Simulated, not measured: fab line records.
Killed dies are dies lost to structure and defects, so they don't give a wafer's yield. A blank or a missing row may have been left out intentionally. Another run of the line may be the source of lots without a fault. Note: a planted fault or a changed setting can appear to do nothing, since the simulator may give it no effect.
What tool caused it? / flow rit cmos / Sampling: 14 lots, 42 wafers, 5 of 202 route steps

## WHAT THE GAUGES SHOWED, per wafer
RIT_PSD_OVL_MEAS_06. Usual: PSD_OVL typically reads -0.8 nm, with standard deviation 1.3.
lot=L747; measured=day 3 06:01; on=overlay-01; PSD_OVL (nm)=-0.5 0.1 -2.2; flag=
lot=L748; measured=day 3 10:04; on=overlay-01; PSD_OVL (nm)=0.7 -0.1 0.1; flag=
lot=L749; measured=day 3 11:19; on=overlay-01; PSD_OVL (nm)=-0.8 -0.7 -2.0; flag=
lot=L750; measured=day 3 17:40; on=overlay-01; PSD_OVL (nm)=-1.5 -2.2 -2.4; flag=
lot=L751; measured=day 3 21:18; on=overlay-02; PSD_OVL (nm)=-1.2 -1.7 -3.5; flag=
lot=L752; measured=day 4 03:31; on=overlay-01; PSD_OVL (nm)=-3.0 -1.6 -2.8; flag=
lot=L754; measured=day 4 11:13; on=overlay-01; PSD_OVL (nm)=-2.2 -2.3 -1.9; flag=
lot=L759; measured=day 5 12:21; on=overlay-01; PSD_OVL (nm)=-0.9 -1.2 -1.0; flag=
lot=L761; measured=day 6 00:29; on=overlay-02; PSD_OVL (nm)=-1.3 -1.6 -2.2; flag=
lot=L762; measured=day 6 04:20; on=overlay-01; PSD_OVL (nm)=-0.8 0.1 2.1; flag=
lot=L764; measured=day 6 15:43; on=overlay-02; PSD_OVL (nm)=-2.0 -1.3 -0.5; flag=
lot=L766; measured=day 7 00:49; on=overlay-02; PSD_OVL (nm)=1.8 0.7 2.7; flag=
lot=L768; measured=day 7 08:55; on=overlay-02; PSD_OVL (nm)=0.3 2.1 0.4; flag=
lot=L770; measured=day 7 18:52; on=overlay-01; PSD_OVL (nm)=-2.7 -1.4 -0.7; flag=

RIT_CONTACT_OVL_MEAS_09. Usual: CONTACT_OVL typically reads -1.0 nm, with standard deviation 1.
lot=L747; measured=day 3 09:14; on=overlay-01; CONTACT_OVL (nm)=-0.4 -0.6 -2.1; flag=
lot=L748; measured=day 3 13:25; on=overlay-01; CONTACT_OVL (nm)=-0.4 -0.2 -2.7; flag=
lot=L749; measured=day 3 14:47; on=overlay-02; CONTACT_OVL (nm)=-1.5 -2.7 -1.8; flag=
lot=L750; measured=day 3 20:52; on=overlay-01; CONTACT_OVL (nm)=-1.5 -1.9 -1.3; flag=
lot=L751; measured=day 4 00:31; on=overlay-02; CONTACT_OVL (nm)=1.6 1.3 0.7; flag=
lot=L752; measured=day 4 06:54; on=overlay-01; CONTACT_OVL (nm)=-0.5 -0.6 -0.5; flag=
lot=L754; measured=day 4 14:32; on=overlay-01; CONTACT_OVL (nm)=-2.1 -1.8 -2.2; flag=
lot=L759; measured=day 5 15:35; on=overlay-01; CONTACT_OVL (nm)=0.4 -0.7 -2.2; flag=
lot=L761; measured=day 6 03:57; on=overlay-02; CONTACT_OVL (nm)=-1.7 -0.2 0.6; flag=
lot=L762; measured=day 6 07:47; on=overlay-01; CONTACT_OVL (nm)=-0.6 -1.5 -0.3; flag=
lot=L764; measured=day 6 19:12; on=overlay-02; CONTACT_OVL (nm)=-0.1 0.0 -0.1; flag=
lot=L766; measured=day 7 04:21; on=overlay-01; CONTACT_OVL (nm)=-0.8 0.0 -1.0; flag=
lot=L768; measured=day 7 12:19; on=overlay-02; CONTACT_OVL (nm)=0.6 -0.2 -0.5; flag=
lot=L770; measured=day 7 22:05; on=overlay-01; CONTACT_OVL (nm)=-1.1 0.1 -0.1; flag=

RIT_M1_RS_MEAS_01: a four-point-probe measurement. Usual: M1_AL_RS typically reads 0.0737 ohm/sq, with standard deviation 0.00094.
lot=L747; measured=day 3 10:40; on=film metro-04; M1_AL_RS (ohm/sq)=0.0737 0.0741 0.0738; flag=
lot=L748; measured=day 3 14:46; on=film metro-04; M1_AL_RS (ohm/sq)=0.0738 0.0748 0.0755; flag=
lot=L749; measured=day 3 16:07; on=film metro-04; M1_AL_RS (ohm/sq)=0.0735 0.0746 0.0732; flag=
lot=L750; measured=day 3 22:13; on=film metro-03; M1_AL_RS (ohm/sq)=0.0756 0.0754 0.0755; flag=
lot=L751; measured=day 4 01:52; on=film metro-01; M1_AL_RS (ohm/sq)=0.0736 0.0722 0.0746; flag=
lot=L752; measured=day 4 08:15; on=film metro-04; M1_AL_RS (ohm/sq)=0.0742 0.0738 0.0739; flag=
lot=L754; measured=day 4 15:52; on=film metro-01; M1_AL_RS (ohm/sq)=0.0748 0.0733 0.0732; flag=
lot=L759; measured=day 5 16:55; on=film metro-04; M1_AL_RS (ohm/sq)=0.0765 0.0775 0.0759; flag=OFF
lot=L761; measured=day 6 05:16; on=film metro-01; M1_AL_RS (ohm/sq)=0.0775 0.0767 0.0775 0.0776 0.0767 0.0776; flag=OFF
lot=L762; measured=day 6 09:06; on=film metro-03; M1_AL_RS (ohm/sq)=0.0746 0.0725 0.0743; flag=
lot=L764; measured=day 6 20:33; on=film metro-01; M1_AL_RS (ohm/sq)=0.0741 0.0749 0.0759; flag=
lot=L766; measured=day 7 05:41; on=film metro-04; M1_AL_RS (ohm/sq)=0.0733 0.0740 0.0741; flag=
lot=L768; measured=day 7 13:41; on=film metro-01; M1_AL_RS (ohm/sq)=0.0750 0.0744 0.0743; flag=
lot=L770; measured=day 7 23:29; on=film metro-04; M1_AL_RS (ohm/sq)=0.0725 0.0730 0.0732; flag=

## WHICH TOOL RAN EACH LOT (tool, then ch and the chambers of the sampled wafers, then the start)
lot=L747; RIT_CONTACT_ETCH_11=rie diel-02 ch 0,1,3, day 3 09:31; RIT_M1_SPUTTER_00=pvd sputter-04, day 3 10:22
lot=L748; RIT_CONTACT_ETCH_11=rie diel-03 ch 0,1,2, day 3 13:35; RIT_M1_SPUTTER_00=pvd sputter-01, day 3 14:27
lot=L749; RIT_CONTACT_ETCH_11=rie diel-02 ch 0,1, day 3 14:58; RIT_M1_SPUTTER_00=pvd sputter-04, day 3 15:50
lot=L750; RIT_CONTACT_ETCH_11=rie diel-02 ch 2,3, day 3 21:03; RIT_M1_SPUTTER_00=pvd sputter-03, day 3 21:54
lot=L751; RIT_CONTACT_ETCH_11=rie diel-03 ch 1,2,3, day 4 00:42; RIT_M1_SPUTTER_00=pvd sputter-04, day 4 01:33
lot=L752; RIT_CONTACT_ETCH_11=rie diel-03 ch 0,2,3, day 4 07:05; RIT_M1_SPUTTER_00=pvd sputter-03, day 4 07:55
lot=L754; RIT_CONTACT_ETCH_11=rie diel-03 ch 1,2,3, day 4 14:43; RIT_M1_SPUTTER_00=pvd sputter-04, day 4 15:34
lot=L759; RIT_CONTACT_ETCH_11=rie diel-02 ch 0,1,3, day 5 15:46; RIT_M1_SPUTTER_00=pvd sputter-01, day 5 16:36
lot=L761; RIT_CONTACT_ETCH_11=rie diel-03 ch 0,1,3, day 6 04:08; RIT_M1_SPUTTER_00=pvd sputter-01, day 6 04:58
lot=L762; RIT_CONTACT_ETCH_11=rie diel-02 ch 2,3, day 6 07:58; RIT_M1_SPUTTER_00=pvd sputter-04, day 6 08:48
lot=L764; RIT_CONTACT_ETCH_11=rie diel-03 ch 0,1,2, day 6 19:23; RIT_M1_SPUTTER_00=pvd sputter-04, day 6 20:13
lot=L766; RIT_CONTACT_ETCH_11=rie diel-01 ch 0,1,2, day 7 04:32; RIT_M1_SPUTTER_00=pvd sputter-04, day 7 05:22
lot=L768; RIT_CONTACT_ETCH_11=rie diel-02 ch 0,2, day 7 12:29; RIT_M1_SPUTTER_00=pvd sputter-04, day 7 13:22
lot=L770; RIT_CONTACT_ETCH_11=rie diel-01 ch 0,1,2, day 7 22:16; RIT_M1_SPUTTER_00=pvd sputter-04, day 7 23:10
- RIT_CONTACT_ETCH_11: etches SiO2 in CHF3/CF4/Ar, stops on TiSi2, target depth 480 nm, time 320 s.
- RIT_M1_SPUTTER_00: material Al, target thk 400 nm, time 500 s.

## AS READ BY THE TOOLS THEMSELVES (means over the sampled wafers that have a number; for cases with no such wafer, the mark the record gives instead)
RIT_CONTACT_ETCH_11. Usual: drypump motor current A 5.4 A, standard deviation 0.45; oes product au 0.990 a.u., standard deviation 0.018; throttle valve pct 8.93 %, standard deviation 0.16.
lot=L747; tool=rie diel-02; drypump motor current A (A)=5.5; oes product au (a.u.)=0.985; throttle valve pct (%)=8.95; flag=
lot=L748; tool=rie diel-03; drypump motor current A (A)=5.6; oes product au (a.u.)=0.978; throttle valve pct (%)=9.00; flag=
lot=L749; tool=rie diel-02; drypump motor current A (A)=5.9; oes product au (a.u.)=0.963; throttle valve pct (%)=8.83; flag=
lot=L750; tool=rie diel-02; drypump motor current A (A)=5.1; oes product au (a.u.)=1.002; throttle valve pct (%)=8.90; flag=
lot=L751; tool=rie diel-03; drypump motor current A (A)=5.6; oes product au (a.u.)=0.989; throttle valve pct (%)=8.99; flag=
lot=L752; tool=rie diel-03; drypump motor current A (A)=5.7; oes product au (a.u.)=0.977; throttle valve pct (%)=8.93; flag=
lot=L754; tool=rie diel-03; drypump motor current A (A)=5.6; oes product au (a.u.)=0.996; throttle valve pct (%)=9.00; flag=
lot=L759; tool=rie diel-02; drypump motor current A (A)=5.5; oes product au (a.u.)=0.990; throttle valve pct (%)=8.96; flag=
lot=L761; tool=rie diel-03; drypump motor current A (A)=5.3; oes product au (a.u.)=0.987; throttle valve pct (%)=8.88; flag=
lot=L762; tool=rie diel-02; drypump motor current A (A)=5.1; oes product au (a.u.)=1.001; throttle valve pct (%)=8.90; flag=
lot=L764; tool=rie diel-03; drypump motor current A (A)=5.6; oes product au (a.u.)=0.978; throttle valve pct (%)=9.01; flag=
lot=L766; tool=rie diel-01; drypump motor current A (A)=5.1; oes product au (a.u.)=0.997; throttle valve pct (%)=8.91; flag=
lot=L768; tool=rie diel-02; drypump motor current A (A)=5.5; oes product au (a.u.)=0.995; throttle valve pct (%)=8.78; flag=
lot=L770; tool=rie diel-01; drypump motor current A (A)=5.1; oes product au (a.u.)=0.987; throttle valve pct (%)=8.90; flag=

RIT_M1_SPUTTER_00. Usual: chamber pressure pa 0.4000 Pa, standard deviation 0.00075; throttle valve pct 30.2 %, standard deviation 1.2.
lot=L747; tool=pvd sputter-04; chamber pressure pa (Pa)=0.3998; throttle valve pct (%)=31.3; flag=
lot=L748; tool=pvd sputter-01; chamber pressure pa (Pa)=0.3997; throttle valve pct (%)=29.4; flag=
lot=L749; tool=pvd sputter-04; chamber pressure pa (Pa)=0.4001; throttle valve pct (%)=30.7; flag=
lot=L750; tool=pvd sputter-03; chamber pressure pa (Pa)=0.3997; throttle valve pct (%)=29.7; flag=
lot=L751; tool=pvd sputter-04; chamber pressure pa (Pa)=0.4000; throttle valve pct (%)=30.5; flag=
lot=L752; tool=pvd sputter-03; chamber pressure pa (Pa)=0.3998; throttle valve pct (%)=29.8; flag=
lot=L754; tool=pvd sputter-04; chamber pressure pa (Pa)=0.4004; throttle valve pct (%)=30.0; flag=
lot=L759; tool=pvd sputter-01; chamber pressure pa (Pa)=0.4661; throttle valve pct (%)=27.8; flag=OFF
lot=L761; tool=pvd sputter-01; chamber pressure pa (Pa)=0.4665; throttle valve pct (%)=27.9; flag=OFF
lot=L762; tool=pvd sputter-04; chamber pressure pa (Pa)=0.4001; throttle valve pct (%)=30.1; flag=
lot=L764; tool=pvd sputter-04; chamber pressure pa (Pa)=0.3997; throttle valve pct (%)=30.8; flag=
lot=L766; tool=pvd sputter-04; chamber pressure pa (Pa)=0.4003; throttle valve pct (%)=31.1; flag=
lot=L768; tool=pvd sputter-04; chamber pressure pa (Pa)=0.4003; throttle valve pct (%)=29.8; flag=
lot=L770; tool=pvd sputter-04; chamber pressure pa (Pa)=0.4002; throttle valve pct (%)=29.9; flag=

## THE ANSWER, worked out from the rows above alone
Rule: take the mean of a lot's wafers that have a number; if it is more than 3 standard deviations from the usual mean, the lot is off. A lot without any number at a reading at which 4 lots or more have one is off too. Where the step has rows for the other lots, those lots are counted as sound. The gauges are gone through in route order, then the tools' own readings, and for those a lot's mean is taken as printed above. At the first step where some lot is off, the reading lying furthest off is the one used; lots without a number count as furthest.
Off: L759, L761, at RIT_M1_RS_MEAS_01 (M1_AL_RS).
A tool fits if, at a process step before that reading, it ran every lot that is off, and no sound lot after the first of them. Not tried: the gauges at RIT_M1_RS_MEAS_01; whatever is off there is also off at RIT_M1_SPUTTER_00, on other tools, and gauge error can't account for it. One fits: pvd sputter-01 at RIT_M1_SPUTTER_00. A fault onset in the window from L748 (day 3 14:27, its last sound lot) to L759 (day 5 16:36, its first lot off) fits.
On the lots that are off, the tool's own readings at RIT_M1_SPUTTER_00 differ by more than 5 times the standard deviation of the sound lots' means, which bears it out; chamber pressure pa reads 0.4663 Pa there versus 0.4000 Pa on the sound lots.

## WHAT THE SIMULATOR HAD INSERTED
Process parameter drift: pvd sputter-01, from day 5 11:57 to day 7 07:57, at RIT_M1_SPUTTER_00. Setting chamber pressure pa shifted by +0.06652 from 0.4. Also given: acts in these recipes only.
Struck lots among those shown: L759, L761. The same result came from the rule above.
